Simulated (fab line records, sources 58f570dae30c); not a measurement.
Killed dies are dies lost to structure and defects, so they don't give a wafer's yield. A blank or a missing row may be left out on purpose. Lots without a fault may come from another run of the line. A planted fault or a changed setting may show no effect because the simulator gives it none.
Which tool did it? | flow berkeley_cmos170 | 14 lots, 42 wafers sampled, at 3 steps of a route of 331

WHAT THE GAUGES READ, wafer by wafer
UCB170_SILICIDE_RS_MEAS_02: measures by four-point-probe. Usual: SILICIDE_TI_RS 25.9 ohm/sq, standard deviation 0.33.
lot  | measured     | on            | SILICIDE_TI_RS (ohm/sq) | flag
L804 | day 7 06:28  | film_metro-01 | 25.8 26.0 25.9          |
L803 | day 7 06:40  | film_metro-02 | 26.0 26.1 25.9          |
L807 | day 7 13:28  | film_metro-04 | 26.0 25.5 25.8          |
L806 | day 7 13:47  | film_metro-04 | 25.9 26.2 25.9          |
L805 | day 7 13:29  | film_metro-01 | 25.7 25.7 25.9          |
L809 | day 7 15:38  | film_metro-04 | 26.0 26.1 25.8          |
L808 | day 7 15:53  | film_metro-02 | 26.2 26.3 26.2          |
L812 | day 8 14:55  | film_metro-01 | 26.3 26.0 26.0          |
L811 | day 8 15:50  | film_metro-04 | 25.3 25.2 25.3          |
L819 | day 10 09:46 | film_metro-04 | 26.2 25.9 25.8          |
L822 | day 11 02:32 | film_metro-01 | 26.2 26.5 26.6          |
L826 | day 11 15:20 | film_metro-04 | 26.0 26.0 26.3          |
L823 | day 11 15:47 | film_metro-04 | 25.8 26.0 25.8          |
L825 | day 11 15:58 | film_metro-02 | 25.7 25.6 25.3          |

UCB170_SILICIDE_THK_MEAS_03: measures by xrf. Usual: SILICIDE_TI_THK 30.0 nm, standard deviation 0.35.
lot  | measured     | on            | SILICIDE_TI_THK (nm) | flag
L804 | day 7 06:35  | film_metro-01 | 29.9 29.9 30.0       |
L803 | day 7 06:47  | film_metro-02 | 29.8 29.6 29.8       |
L807 | day 7 13:35  | film_metro-04 | 30.0 30.7 30.3       |
L806 | day 7 13:54  | film_metro-04 | 30.2 29.9 30.3       |
L805 | day 7 13:36  | film_metro-01 | 30.1 30.2 30.0       |
L809 | day 7 15:46  | film_metro-04 | 30.2 29.8 30.4       |
L808 | day 7 15:59  | film_metro-02 | 29.5 29.5 29.6       |
L812 | day 8 15:02  | film_metro-01 | 29.5 29.9 29.8       |
L811 | day 8 15:58  | film_metro-04 | 30.4 30.6 30.5       |
L819 | day 10 09:52 | film_metro-04 | 29.8 29.9 29.9       |
L822 | day 11 02:38 | film_metro-01 | 29.5 29.2 29.3       |
L826 | day 11 15:28 | film_metro-04 | 30.0 29.9 29.8       |
L823 | day 11 15:53 | film_metro-04 | 30.1 29.9 30.0       |
L825 | day 11 16:05 | film_metro-02 | 29.9 30.2 30.5       |

WHICH TOOL RAN EACH LOT (tool, then ch and the chambers of the sampled wafers, then the start)
lot  | UCB170_NSD_STRIP_09
L804 | plasma_asher-03 ch 0,1, day 7 04:23
L803 | plasma_asher-02 ch 0,1, day 7 04:43
L807 | plasma_asher-02 ch 0,1, day 7 09:03
L806 | plasma_asher-04 ch 0,1, day 7 09:22
L805 | plasma_asher-03 ch 0,1, day 7 09:36
L809 | plasma_asher-03 ch 1, day 7 13:45
L808 | plasma_asher-02 ch 0,1, day 7 14:01
L812 | plasma_asher-04 ch 0, day 8 12:50
L811 | plasma_asher-04 ch 0,1, day 8 13:34
L819 | plasma_asher-02 ch 0,1, day 10 07:12
L822 | plasma_asher-04 ch 0,1, day 10 23:55
L826 | plasma_asher-04 ch 0,1, day 11 13:23
L823 | plasma_asher-03 ch 0,1, day 11 14:01
L825 | plasma_asher-04 ch 0,1, day 11 14:04
- UCB170_NSD_STRIP_09: strips in O2.

WHAT THE TOOLS THEMSELVES READ (means of the sampled wafers that have a number; where no wafer has one, the mark that the record gives instead)
UCB170_NSD_STRIP_09. Usual: drypump_motor_current_A 5.4 A, standard deviation 0.45; oes_product_au 0.534 a.u., standard deviation 0.005; strip_time_to_endpoint_s 35.80 s, standard deviation 0.07.
lot  | tool            | drypump_motor_current_A (A) | oes_product_au (a.u.) | strip_time_to_endpoint_s (s) | flag
L804 | plasma_asher-03 | 5.0                         | 0.534                 | 35.79                        |
L803 | plasma_asher-02 | 5.9                         | 0.534                 | 35.81                        |
L807 | plasma_asher-02 | 5.9                         | 0.535                 | 35.80                        |
L806 | plasma_asher-04 | 5.7                         | 0.538                 | 35.81                        |
L805 | plasma_asher-03 | 5.0                         | 0.535                 | 35.73                        |
L809 | plasma_asher-03 | 4.8                         | 0.534                 | 35.80                        |
L808 | plasma_asher-02 | 5.8                         | 0.530                 | 35.79                        |
L812 | plasma_asher-04 | 5.6                         | 0.530                 | 35.80                        |
L811 | plasma_asher-04 | 5.8                         | 0.534                 | 35.83                        |
L819 | plasma_asher-02 | 5.8                         | 0.533                 | 35.83                        |
L822 | plasma_asher-04 | 5.7                         | 0.527                 | 35.72                        |
L826 | plasma_asher-04 | 5.7                         | 0.537                 | 35.80                        |
L823 | plasma_asher-03 | 4.9                         | 0.535                 | 35.82                        |
L825 | plasma_asher-04 | 5.7                         | 0.529                 | 35.84                        |

THE ANSWER, worked out from the rows above alone
Rule: a lot is off if the mean of its wafers that have a number lies more than 3 standard deviations from the usual mean. A lot without any number at a reading at which 4 lots or more have one is off too. The other lots that the step has rows for count as sound. The gauges are gone through in route order, then the tools' own readings, and for those a lot's mean is taken as printed above. The first step at which some lot is off is used, and at that step the reading that is off furthest; a lot without a number counts as furthest.
No lot is off at any reading shown: from this, nothing can be told.

WHAT THE SIMULATOR HAD PUT IN
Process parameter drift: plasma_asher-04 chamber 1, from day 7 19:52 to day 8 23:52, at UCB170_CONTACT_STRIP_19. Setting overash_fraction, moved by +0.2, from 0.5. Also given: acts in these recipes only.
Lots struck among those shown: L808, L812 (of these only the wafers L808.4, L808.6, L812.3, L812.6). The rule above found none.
